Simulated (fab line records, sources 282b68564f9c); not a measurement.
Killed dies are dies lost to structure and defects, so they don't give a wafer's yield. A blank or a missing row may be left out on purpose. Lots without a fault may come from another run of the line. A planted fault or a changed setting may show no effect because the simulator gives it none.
fab line records | flow rit_cmos
record lots=6 wafers=18 last_day=7
route steps=202 shown SPACER@127 NSD@131 PSD@142 SDANNEAL@153 PLDD@159 M1@202
lots that met no fault: from a run of the same line without faults
start_h: hours from the record's first day to the start of the lot's first wafer shown | wait_h: hours since the lot's step before | " the same as in the row above | L1.1+2: a row that stands for several wafers | - no value, or no start given | * or withheld: withheld | < > ~ a bound
route shown NAME@n: a module of which the file shows steps, and the number in the route of the first | usual: mean/standard deviation of fault-free wafers | same: alike in all rows | chamber/n: place in a boat | sites: the reading at each site | _std_site: their standard deviation | _edge_site: outer sites' mean less inner sites' | radius_mm: how far each site lies from the wafer's centre | mask NAME#n: copy n | behind: the tool/chamber that last shaped the wafer | hold: why the lot was held/for how many hours/how that ended | device: the transistor (n, p or np) that didn't switch | end of line: the same wafers' tests at the end of the route | a step without rows: its recipe alone | killed: dies lost to structure and defects at the first sort, not the wafer's yield | map: a wafer's dies, x killed, . not, _ none there
set.NAME: the setting as run; set.NAME@STEP: as run at that earlier step | model.NAME: the simulator's own value behind a step, which no gauge read
lots at some steps of the route; a table a step, a row a wafer
services: from which hour (start_h, from the record's first day; less than 0 if before it) a tool's chamber was out of use, for how many hours, and why
## steps
# step RIT_SPACER_CLEAN_02
# recipe chemistry=SC2 mix=3:3:50 time_s=600 temp_c=75 dry=n2_spin
# step RIT_SPACER_CVD_03
# recipe material=Si3N4 target_thk_nm=250 temp_c=810 precursor=SiH2Cl2/NH3 time_s=3300 pressure_mtorr=300 sih2cl2_flow_sccm=60 nh3_flow_sccm=150
# step RIT_SPACER_THK_MEAS_04
# recipe reads=Si3N4_of_SPACER_CVD_03
# usual SPACER_NITRIDE_THK=250.0/2.2
# columns lot.wafer tool chamber start_h wait_h SPACER_NITRIDE_THK[nm]
L226.1 film_metro-03 - 95.02 0.0 252.2
L226.3 " - " " 251.3
L226.4 " - " " 251.3
L228.1 film_metro-02 - 101.93 0.0 246.1
L228.3 " - " " 245.3
L228.6 " - " " 244.5
L229.1 film_metro-01 - 108.09 0.0 250.4
L229.4 " - " " 250.9
L229.5 " - " " 250.3
L230.2 film_metro-01 - 111.27 0.0 247.5
L230.5 " - " " 248.0
L230.6 " - " " 249.8
L233.2 film_metro-03 - 126.99 0.0 250.6
L233.3 " - " " 249.7
L233.6 " - " " 248.8
L240.2 film_metro-02 - 161.17 0.0 249.2
L240.5 " - " " 249.1
L240.6 " - " " 247.3
# step RIT_SPACER_ETCHBACK_05
# recipe target_depth_a=2500 SF6_flow_sccm=30 CHF3_flow_sccm=30 target=Si3N4 chemistry=SF6/CHF3 pressure_mtorr=40 rf_w=250 time_s=240 stop_on=SiO2
# usual drypump_motor_current_A=5.8/0.34 oes_product_au=0.846/0.012 throttle_valve_pct=10.27/0.12
# columns lot.wafer tool chamber start_h wait_h drypump_motor_current_A oes_product_au rf_hours_counter_h throttle_valve_pct
L226.1 rie_diel-01 0 95.08 0.1 5.7 0.865 93 10.36
L226.3 " 1 " " 6.0 0.876 8 10.23
L226.4 " 3 " " 5.2 0.869 6 10.34
L228.1 rie_diel-04 2 101.99 0.1 5.8 0.845 13 10.22
L228.3 " 3 " " 5.8 0.819 68 10.41
L228.6 " 0 " " 6.2 0.829 - 10.05
L229.1 rie_diel-01 0 108.15 0.1 5.7 0.861 93 10.36
L229.4 " 3 " " 5.2 0.863 - 10.34
L229.5 " 0 " " 5.7 0.859 - 10.35
L230.2 rie_diel-01 2 111.32 0.0 6.5 0.837 143 10.48
L230.5 " 0 " " 5.7 0.857 - 10.35
L230.6 " 2 " " 6.5 0.840 - 10.49
L233.2 rie_diel-03 2 127.04 0.0 5.9 0.846 7 10.25
L233.3 " 3 " " 5.8 0.848 28 10.26
L233.6 " 2 " " 5.9 0.840 - 10.26
L240.2 rie_diel-03 1 161.22 0.0 5.4 0.834 0 10.08
L240.5 " 0 " " 5.8 0.836 - 10.22
L240.6 " 3 " " 5.8 0.835 - 10.24
# step RIT_NSD_HMDS_00
# recipe prime_time_s=60 prime_temp_c=140
# step RIT_NSD_COAT_01
# recipe resist=NOVOLAK spin_rpm=3250 resist_thk_nm=1000
# step RIT_NSD_SOFTBAKE_02
# recipe resist=NOVOLAK temp_c=90 time_s=60
# step RIT_NSD_EXPOSE_03
# recipe mask_id=M9 na=0.57 target_cd_nm=40700 dose_mj=250
# step RIT_NSD_PEB_04
# recipe resist=NOVOLAK temp_c=withheld time_s=withheld
# step RIT_NSD_DEVELOP_05
# recipe resist=NOVOLAK develop_time_s=50 dev_temp_c=23
# step RIT_NSD_OVL_MEAS_06
# usual NSD_OVL=0.6/1.2
# columns lot.wafer tool chamber start_h wait_h NSD_OVL[nm]
L226.1 overlay-02 - 96.08 - -0.4
L226.3 " - " " -1.0
L226.4 " - " " -0.7
L228.1 overlay-02 - 103.27 - 1.8
L228.3 " - " " 1.5
L228.6 " - " " 0.6
L229.1 overlay-02 - 109.27 - 1.2
L229.4 " - " " 1.3
L229.5 " - " " 0.9
L230.2 overlay-01 - 112.33 - 0.1
L230.5 " - " " 0.4
L230.6 " - " " 3.1
L233.2 overlay-01 - 128.04 - 3.1
L233.3 " - " " 1.2
L233.6 " - " " 1.2
L240.2 overlay-01 - 162.30 - 0.2
L240.5 " - " " -0.4
L240.6 " - " " 0.0
# step RIT_NSD_HARDBAKE_07
# recipe resist=NOVOLAK temp_c=140 time_s=60
# step RIT_NSD_IMPLANT_08
# recipe species=P energy_kev=25 dose_cm2=1e+15 tilt_deg=7
# usual dose_ions_cm2=1.0001e+15/1.1e+12 faraday_current_uA=3140/62
# columns lot.wafer tool chamber start_h wait_h dose_ions_cm2 faraday_current_uA
L226.1 implanter-01 0 96.27 0.1 1.0012e+15 3077
L226.3 " 0 " " 9.989e+14 3149
L226.4 " 0 " " 9.986e+14 3071
L228.1 implanter-01 0 103.59 0.1 1.0008e+15 3253
L228.3 " 0 " " 1.0022e+15 3194
L228.6 " 0 " " 1.0002e+15 3079
L229.1 implanter-02 0 109.46 0.1 1.0012e+15 3122
L229.4 " 0 " " 1.0004e+15 3051
L229.5 " 0 " " 9.995e+14 3148
L230.2 implanter-01 0 112.54 0.1 1.1671e+15 3624
L230.5 " 0 " " 1.1667e+15 3602
L230.6 " 0 " " 1.1668e+15 3563
L233.2 implanter-01 0 128.41 0.1 1.1664e+15 3667
L233.3 " 0 " " 1.1656e+15 3578
L233.6 " 0 " " 1.1662e+15 3642
L240.2 implanter-02 0 162.71 0.1 1.001e+15 3216
L240.5 " 0 " " 9.992e+14 3200
L240.6 " 0 " " 9.985e+14 3034
# step RIT_NSD_STRIP_09
# recipe chemistry=O2 time_s=180 resist=NOVOLAK platen_temp_c=withheld power_w=500 pressure_mtorr=4000 o2_flow_sccm=4000
# usual drypump_motor_current_A=5.8/0.35
# columns lot.wafer tool chamber start_h wait_h drypump_motor_current_A rf_hours_counter_h
L226.1 plasma_asher-02 1 96.42 0.1 5.8 47
L226.3 " 1 " " 5.8 -
L226.4 " 0 " " 5.6 -
L228.1 plasma_asher-04 1 103.74 0.1 6.5 44
L228.3 " 1 " " 6.5 -
L228.6 " 0 " " 5.5 -
L229.1 plasma_asher-02 1 109.61 0.1 5.8 49
L229.4 " 1 " " 5.8 -
L229.5 " 1 " " 5.7 -
L230.2 plasma_asher-02 1 112.66 0.1 5.8 50
L230.5 " 1 " " 5.8 -
L230.6 " 0 " " 5.6 -
L233.2 plasma_asher-01 1 128.55 0.1 5.4 51
L233.3 " 0 " " 5.9 -
L233.6 " 0 " " 5.9 -
L240.2 plasma_asher-01 0 162.84 0.1 5.9 54
L240.5 " 0 " " 5.9 -
L240.6 " 1 " " 5.4 -
# step RIT_NSD_TW_MEAS_10
# usual NSD_TW=3113/17
# columns lot.wafer tool chamber start_h wait_h NSD_TW
L226.1 film_metro-01 - 96.60 0.1 3115
L226.3 " - " " 3102
L226.4 " - " " 3108
L228.1 film_metro-04 - 103.91 0.1 3095
L228.3 " - " " 3083
L228.6 " - " " 3080
L229.1 film_metro-01 - 109.78 0.1 3110
L229.4 " - " " 3111
L229.5 " - " " 3118
L230.2 film_metro-01 - 112.85 0.1 3202
L230.5 " - " " 3188
L230.6 " - " " 3208
L233.2 film_metro-02 - 128.74 0.1 3227
L233.3 " - " " 3226
L233.6 " - " " 3223
L240.2 film_metro-02 - 163.02 0.1 3126
L240.5 " - " " 3138
L240.6 " - " " 3134
# step RIT_PSD_HMDS_00
# recipe prime_time_s=60 prime_temp_c=140
# step RIT_PSD_COAT_01
# recipe resist=NOVOLAK spin_rpm=3250 resist_thk_nm=1000
# step RIT_PSD_SOFTBAKE_02
# recipe resist=NOVOLAK temp_c=90 time_s=60
# step RIT_PSD_EXPOSE_03
# recipe mask_id=M10 na=0.57 target_cd_nm=40900 dose_mj=250
# step RIT_PSD_PEB_04
# recipe resist=NOVOLAK temp_c=withheld time_s=withheld
# step RIT_PSD_DEVELOP_05
# recipe resist=NOVOLAK develop_time_s=50 dev_temp_c=23
# step RIT_PSD_OVL_MEAS_06
# usual PSD_OVL=0.8/1.7
# columns lot.wafer tool chamber start_h wait_h PSD_OVL[nm]
L226.1 overlay-01 - 97.76 - 3.2
L226.3 " - " " 2.7
L226.4 " - " " 3.6
L228.1 overlay-02 - 104.95 - -1.6
L228.3 " - " " -1.3
L228.6 " - " " -0.4
L229.1 overlay-02 - 110.91 - -0.5
L229.4 " - " " 0.0
L229.5 " - " " 1.2
L230.2 overlay-01 - 113.88 - -1.8
L230.5 " - " " -0.6
L230.6 " - " " -1.7
L233.2 overlay-02 - 129.77 - -1.6
L233.3 " - " " -3.5
L233.6 " - " " -1.2
L240.2 overlay-02 - 164.05 - -0.7
L240.5 " - " " 1.6
L240.6 " - " " -0.2
# step RIT_PSD_HARDBAKE_07
# recipe resist=NOVOLAK temp_c=140 time_s=60
# step RIT_PSD_IMPLANT_08
# recipe species=BF2 energy_kev=27 dose_cm2=5e+15 tilt_deg=7
# step RIT_PSD_STRIP_09
# recipe chemistry=O2 time_s=180 resist=NOVOLAK platen_temp_c=withheld power_w=500 pressure_mtorr=4000 o2_flow_sccm=4000
# usual drypump_motor_current_A=5.6/0.35
# columns lot.wafer tool chamber start_h wait_h drypump_motor_current_A rf_hours_counter_h
L226.1 plasma_asher-03 0 98.10 0.1 5.5 30
L226.3 " 1 " " 5.4 -
L226.4 " 0 " " 5.5 -
L228.1 plasma_asher-03 1 105.28 0.1 5.4 31
L228.3 " 1 " " 5.4 -
L228.6 " 0 " " 5.5 -
L229.1 plasma_asher-01 1 111.25 0.1 5.4 48
L229.4 " 1 " " 5.4 -
L229.5 " 0 " " 5.9 -
L230.2 plasma_asher-03 1 114.21 0.1 5.4 32
L230.5 " 0 " " 5.5 -
L230.6 " 1 " " 5.4 -
L233.2 plasma_asher-01 1 130.10 0.1 5.4 51
L233.3 " 0 " " 5.9 -
L233.6 " 1 " " 5.4 -
L240.2 plasma_asher-04 0 164.38 0.1 5.4 5
L240.5 " 1 " " 6.5 -
L240.6 " 0 " " 5.5 -
# step RIT_PSD_TW_MEAS_10
# usual PSD_TW=3428/24
# columns lot.wafer tool chamber start_h wait_h PSD_TW
L226.1 film_metro-02 - 98.27 0.1 3418
L226.3 " - " " 3422
L226.4 " - " " 3434
L228.1 film_metro-02 - 105.46 0.1 3433
L228.3 " - " " 3437
L228.6 " - " " 3435
L229.1 film_metro-04 - 111.42 0.1 3390
L229.4 " - " " 3395
L229.5 " - " " 3398
L230.2 film_metro-02 - 114.39 0.1 3439
L230.5 " - " " 3439
L230.6 " - " " 3431
L233.2 film_metro-02 - 130.28 0.1 3460
L233.3 " - " " 3434
L233.6 " - " " 3431
L240.2 film_metro-04 - 164.57 0.1 3408
L240.5 " - " " 3424
L240.6 " - " " 3403
# step RIT_SDANNEAL_CLEAN_00
# recipe chemistry=SC1 mix=3:3:50 time_s=600 temp_c=75
# step RIT_SDANNEAL_CLEAN_01
# recipe chemistry=dHF dilution=50:1 time_s=30
# step RIT_SDANNEAL_CLEAN_02
# recipe chemistry=SC2 mix=3:3:50 time_s=600 temp_c=75 dry=n2_spin
# step RIT_SDANNEAL_RTA_03
# recipe temp_c=1050 time_s=5 idle_temp_c=600 ramp_up_c_per_s=342 ramp_down_c_per_s=171 cool_to_c=600 ambient=N2
# usual ramp_up_c_per_s=342.00/0.059 wafer_temp_C_max=1053.6/1.3
# columns lot.wafer tool chamber start_h wait_h ramp_up_c_per_s wafer_temp_C_max
L226.1 rtp_anneal-02 0 98.70 0.0 342.00 1053.7
L226.3 " 0 " " 341.92 1054.2
L226.4 " 0 " " 342.03 1052.3
L228.1 rtp_anneal-02 0 105.88 0.0 342.02 1052.3
L228.3 " 0 " " 341.98 1054.6
L228.6 " 0 " " 342.12 1055.4
L229.1 rtp_anneal-01 0 111.85 0.0 341.94 1055.3
L229.4 " 0 " " 342.01 1055.1
L229.5 " 0 " " 341.92 1053.8
L230.2 rtp_anneal-02 0 114.82 0.0 342.02 1053.3
L230.5 " 0 " " 342.04 1053.2
L230.6 " 0 " " 341.99 1054.2
L233.2 rtp_anneal-01 0 130.77 0.0 342.02 1051.7
L233.3 " 0 " " 342.09 1052.9
L233.6 " 0 " " 342.11 1054.0
L240.2 rtp_anneal-02 0 165.02 0.0 341.92 1055.0
L240.5 " 0 " " 341.99 1053.0
L240.6 " 0 " " 342.11 1054.9
# step RIT_SDANNEAL_RS_MEAS_04
# recipe thk_meas_gauge=four-point-probe
# usual PSD_RS=115.93/0.3
# columns lot.wafer tool chamber start_h wait_h PSD_RS[ohm/sq]
L226.1 film_metro-01 - 98.76 0.0 115.90
L226.3 " - " " 115.90
L226.4 " - " " 115.84
L228.1 film_metro-01 - 105.94 0.0 115.91
L228.3 " - " " 115.86
L228.6 " - " " 116.01
L229.1 film_metro-01 - 111.91 0.0 115.95
L229.4 " - " " 116.31
L229.5 " - " " 116.14
L230.2 film_metro-01 - 114.89 0.1 115.98
L230.5 " - " " 115.58
L230.6 " - " " 115.89
L233.2 film_metro-01 - 130.84 0.1 115.57
L233.3 " - " " 115.57
L233.6 " - " " 116.00
L240.2 film_metro-04 - 165.09 0.1 116.69
L240.5 " - " " 116.21
L240.6 " - " " 115.94
# step RIT_SDANNEAL_RS_MEAS_05
# recipe thk_meas_gauge=four-point-probe
# usual NSD_RS=84.6/0.33
# columns lot.wafer tool chamber start_h wait_h NSD_RS[ohm/sq]
L226.1 film_metro-01 - 98.88 0.1 84.7
L226.3 " - " " 84.7
L226.4 " - " " 84.8
L228.1 film_metro-01 - 106.06 0.1 84.7
L228.3 " - " " 84.5
L228.6 " - " " 84.6
L229.1 film_metro-01 - 112.03 0.1 85.0
L229.4 " - " " 84.7
L229.5 " - " " 84.8
L230.2 film_metro-01 - 115.01 0.1 75.1
L230.5 " - " " 75.3
L230.6 " - " " 75.2
L233.2 film_metro-01 - 130.96 0.1 75.4
L233.3 " - " " 75.1
L233.6 " - " " 75.2
L240.2 film_metro-04 - 165.21 0.1 84.9
L240.5 " - " " 84.5
L240.6 " - " " 84.4
# step RIT_SDANNEAL_RS_MEAS_06
# recipe thk_meas_gauge=four-point-probe
# usual PLDD_RS=178.6/0.53
# columns lot.wafer tool chamber start_h wait_h PLDD_RS[ohm/sq]
L226.1 film_metro-01 - 99.00 0.1 179.0
L226.3 " - " " 178.2
L226.4 " - " " 179.0
L228.1 film_metro-01 - 106.18 0.1 179.0
L228.3 " - " " 178.7
L228.6 " - " " 178.3
L229.1 film_metro-01 - 112.15 0.1 179.2
L229.4 " - " " 178.6
L229.5 " - " " 178.4
L230.2 film_metro-01 - 115.13 0.1 179.1
L230.5 " - " " 178.8
L230.6 " - " " 179.1
L233.2 film_metro-01 - 131.08 0.1 178.2
L233.3 " - " " 178.6
L233.6 " - " " 178.3
L240.2 film_metro-04 - 165.33 0.1 178.4
L240.5 " - " " 178.6
L240.6 " - " " 178.8
# step RIT_M1_PROBE_99
# usual killed_at_contacts=0.1/0.25 killed_at_front_end=6.8/2.7 killed_dies=6.8/2.7 killed_open=3.4/1.8 killed_short=3.5/1.7
# same gross_dies=264 killed_at_M0_to_M3=0 killed_at_M4_up=0 killed_at_back_side=0 killed_at_other=0
# columns lot.wafer tool chamber start_h wait_h killed_at_contacts killed_at_front_end killed_dies killed_open killed_short
L226.1 prober-01 - 127.60 0.4 0 8 8 3 5
L226.3 prober-01 - 127.70 0.5 0 3 3 2 1
L226.4 prober-01 - 127.75 0.5 0 6 6 3 3
L228.1 prober-01 - 128.50 1.2 0 6 6 3 3
L228.3 prober-01 - 128.60 1.2 0 7 7 4 3
L228.6 prober-01 - 128.75 1.3 0 9 9 5 4
L230.2 prober-01 - 129.15 1.7 0 13 13 5 8
L230.5 prober-01 - 129.30 1.8 0 6 6 4 2
L230.6 prober-01 - 129.35 1.8 0 2 2 1 1
L233.2 prober-01 - 138.36 0.1 0 6 6 2 4
L233.3 prober-01 - 138.41 0.2 0 6 6 5 1
L233.6 prober-01 - 138.56 0.2 0 7 7 5 2
L240.2 prober-01 - 172.51 0.1 0 8 8 4 4
L240.5 prober-01 - 172.66 0.2 0 11 11 5 6
L240.6 prober-01 - 172.71 0.2 0 12 12 8 4
# killed by level:class
L226.1 FOX2:geometric_particle:short=2 GATE:geometric_particle:short=2 GATE:geometric_particle:open=1 REOX:geometric_particle:open=1 SPACER:geometric_particle:short=1 SILICIDE:geometric_particle:open=1
L226.3 GATE:geometric_particle:open=1 GATE:geometric_particle:short=1 REOX:geometric_particle:open=1
L226.4 GATE:geometric_particle:short=2 SILICIDE:geometric_particle:open=2 FOX2:geometric_particle:short=1 GATE:geometric_particle:open=1
L228.1 GATE:geometric_particle:short=3 FOX1:geometric_particle:open=1 FOX2:geometric_particle:open=1 SILICIDE:geometric_particle:open=1
L228.3 GATE:geometric_particle:short=2 GATE:geometric_particle:open=2 FOX1:geometric_particle:open=1 FOX2:geometric_particle:short=1 REOX:geometric_particle:open=1
L228.6 GATE:geometric_particle:open=3 GATE:geometric_particle:short=2 SILICIDE:geometric_particle:short=2 FOX2:geometric_particle:open=1 SPACER:geometric_particle:open=1
L230.2 FOX1:geometric_particle:short=3 GATE:geometric_particle:short=2 REOX:geometric_particle:open=2 SPACER:geometric_particle:short=2 FOX1:geometric_particle:open=1 GATE:geometric_particle:open=1 REOX:geometric_particle:short=1 SPACER:geometric_particle:open=1
L230.5 REOX:geometric_particle:short=2 SILICIDE:geometric_particle:open=2 GATE:geometric_particle:open=1 SPACER:geometric_particle:open=1
L230.6 REOX:geometric_particle:open=1 REOX:geometric_particle:short=1
L233.2 FOX1:geometric_particle:short=2 FOX1:geometric_particle:open=1 GATE:geometric_particle:short=1 SPACER:geometric_particle:short=1 SPACER:geometric_particle:open=1
L233.3 FOX1:geometric_particle:open=2 FOX2:geometric_particle:short=1 GATE:geometric_particle:open=1 REOX:geometric_particle:open=1 SILICIDE:geometric_particle:open=1
L233.6 FOX1:geometric_particle:open=3 GATE:geometric_particle:short=1 REOX:geometric_particle:open=1 SPACER:geometric_particle:short=1 SPACER:geometric_particle:open=1
L240.2 GATE:geometric_particle:open=3 GATE:geometric_particle:short=2 SILICIDE:geometric_particle:short=2 FOX1:geometric_particle:open=1
L240.5 GATE:geometric_particle:open=3 FOX1:geometric_particle:short=2 FOX1:geometric_particle:open=2 REOX:geometric_particle:short=2 FOX2:geometric_particle:short=1 GATE:geometric_particle:short=1
L240.6 GATE:geometric_particle:open=3 SPACER:geometric_particle:open=3 FOX2:geometric_particle:open=2 GATE:geometric_particle:short=2 FOX2:geometric_particle:short=1 SPACER:geometric_particle:short=1
## services
# columns tool chamber start_h hours kind
plasma_asher-04 - 78.79 21.3 repair
rie_diel-04 2 81.18 1.7 repair
implanter-02 - 82.65 2.4 pm
implanter-01 - 83.39 10.1 repair
rie_diel-01 3 95.37 2.0 repair
implanter-02 - 96.48 5.3 repair
rie_diel-03 1 105.81 - clean
rie_diel-03 1 105.81 32.3 scheduled_down
rie_diel-03 1 105.81 32.3 vent_cycle
rie_diel-01 1 107.04 16.2 repair
plasma_asher-04 - 108.75 9.0 pm
plasma_asher-04 0 108.75 9.0 vent_cycle
plasma_asher-04 1 108.75 9.0 vent_cycle
plasma_asher-04 0 117.75 - clean
plasma_asher-04 1 117.75 - clean
plasma_asher-02 - 126.35 4.3 pm
rie_diel-04 1 135.30 - clean
rie_diel-04 1 135.30 30.7 scheduled_down
rie_diel-04 1 135.30 30.7 vent_cycle
implanter-02 - 145.00 3.1 repair
implanter-02 - 160.23 2.1 repair
rie_diel-03 - 163.90 0.6 repair
rie_diel-03 0 164.78 6.3 repair
## key
first_sign step=RIT_NSD_IMPLANT_08 reading=dose_ions_cm2 direction=up sigmas=99+ usual=1.0001e+15 struck=1.1665e+15
effect step=RIT_NSD_IMPLANT_08 reading=faraday_current_uA direction=up sigmas=7.6 usual=3140 struck=3613
effect step=RIT_NSD_TW_MEAS_10 reading=NSD_TW direction=up sigmas=5.8 usual=3113 struck=3212
effect step=RIT_SDANNEAL_RS_MEAS_05 reading=NSD_RS direction=down sigmas=28 usual=84.6 struck=75.2
met_at RIT_NSD_IMPLANT_08
struck_wafers L230.2,L230.5,L230.6,L233.2,L233.3,L233.6
tester_left_out L230,L233
onset_between 103.59 112.54
fault kind=process_parameter_drift tool=implanter-01 chamber=- onset_h=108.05 steps=RIT_NSD_IMPLANT_08 channel=dose_cm2 offset=1.6623e+14 shape=step end_h=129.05 acts_in=these_recipes_only stated=1e+15
# tester_left_out: of these lots the tester's yield and bins aren't shown, on N5 and GAA mostly nor the transistor test; their killed dies are dies lost to structure and defects alone, not to doping, threshold or leakage, so they don't give the yield
